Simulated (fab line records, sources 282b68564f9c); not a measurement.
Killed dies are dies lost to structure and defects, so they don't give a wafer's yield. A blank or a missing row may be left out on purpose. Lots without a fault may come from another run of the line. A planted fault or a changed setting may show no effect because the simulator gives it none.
fab line records | flow rit_cmos
record lots=14 wafers=42 last_day=7
route steps=202 shown CONTACT@175
lots that met no fault: from a run of the same line without faults
start_h: hours from the record's first day to the start of the lot's first wafer shown | wait_h: hours since the lot's step before | " the same as in the row above | L1.1+2: a row that stands for several wafers | - no value, or no start given | * or withheld: withheld | < > ~ a bound
route shown NAME@n: a module of which the file shows steps, and the number in the route of the first | usual: mean/standard deviation of fault-free wafers | same: alike in all rows | chamber/n: place in a boat | sites: the reading at each site | _std_site: their standard deviation | _edge_site: outer sites' mean less inner sites' | radius_mm: how far each site lies from the wafer's centre | mask NAME#n: copy n | behind: the tool/chamber that last shaped the wafer | hold: why the lot was held/for how many hours/how that ended | device: the transistor (n, p or np) that didn't switch | end of line: the same wafers' tests at the end of the route | a step without rows: its recipe alone | killed: dies lost to structure and defects at the first sort, not the wafer's yield | map: a wafer's dies, x killed, . not, _ none there
set.NAME: the setting as run; set.NAME@STEP: as run at that earlier step | model.NAME: the simulator's own value behind a step, which no gauge read
steps of the route over a sample of lots; a table a step, a row a wafer
## steps
# step RIT_CONTACT_DEVELOP_07
# recipe resist=NOVOLAK develop_time_s=120 dev_temp_c=23
# usual developer_temp_C=23.00/0.11
# columns lot.wafer tool chamber start_h wait_h developer_temp_C
L270.2 litho_track-04 0 54 - 23.15
L270.3 " 0 " " 23.23
L270.6 " 0 " " 23.25
L271.2 litho_track-01 0 62 - 22.97
L271.3 " 0 " " 22.90
L271.4 " 0 " " 23.05
L273.2 litho_track-03 0 71 - 22.97
L273.3 " 0 " " 23.00
L273.5 " 0 " " 22.91
L274.2 litho_track-01 0 73 - 23.01
L274.3 " 0 " " 23.00
L274.6 " 0 " " 23.18
L275.3 litho_track-03 0 77 - 23.14
L275.4 " 0 " " 23.05
L275.6 " 0 78 - 22.95
L277.2 litho_track-04 0 93 - 22.84
L277.5 " 0 " " 22.86
L277.6 " 0 " " 22.94
L281.1 litho_track-03 0 110 - 22.31
L281.2 " 0 " " 22.31
L281.5 " 0 " " 22.23
L282.1 litho_track-03 0 114 - 22.46
L282.2 " 0 " " 22.32
L282.6 " 0 " " 22.44
L284.3 litho_track-01 0 122 - 23.11
L284.5 " 0 " " 23.12
L284.6 " 0 " " 23.18
L285.2 litho_track-01 0 126 - 23.08
L285.3 " 0 " " 22.94
L285.6 " 0 " " 23.01
L287.1 litho_track-04 0 139 - 22.94
L287.4 " 0 " " 22.87
L287.6 " 0 " " 22.83
L288.2 litho_track-04 0 143 - 22.85
L288.3 " 0 " " 22.85
L288.5 " 0 " " 23.05
L289.1 litho_track-04 0 147 - 23.03
L289.3 " 0 " " 23.12
L289.6 " 0 " " 23.03
L292.1 litho_track-01 0 162 - 22.83
L292.3 " 0 " " 22.86
L292.6 " 0 163 - 22.84
## key
first_sign step=RIT_CONTACT_DEVELOP_07 reading=developer_temp_C direction=down sigmas=5.8 usual=* struck=*
effect none on later readings
met_at RIT_CONTACT_DEVELOP_07
struck_lots L281,L282
tester_left_out L281,L282
onset_between 77 110
fault kind=process_parameter_drift tool=litho_track-03 chamber=- onset_h=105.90 steps=RIT_CONTACT_DEVELOP_07 channel=dev_temp_c offset=* shape=step end_h=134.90 acts_in=* stated=*
# tester_left_out: of these lots the tester's yield and bins aren't shown, on N5 and GAA mostly nor the transistor test; their killed dies are dies lost to structure and defects alone, not to doping, threshold or leakage, so they don't give the yield
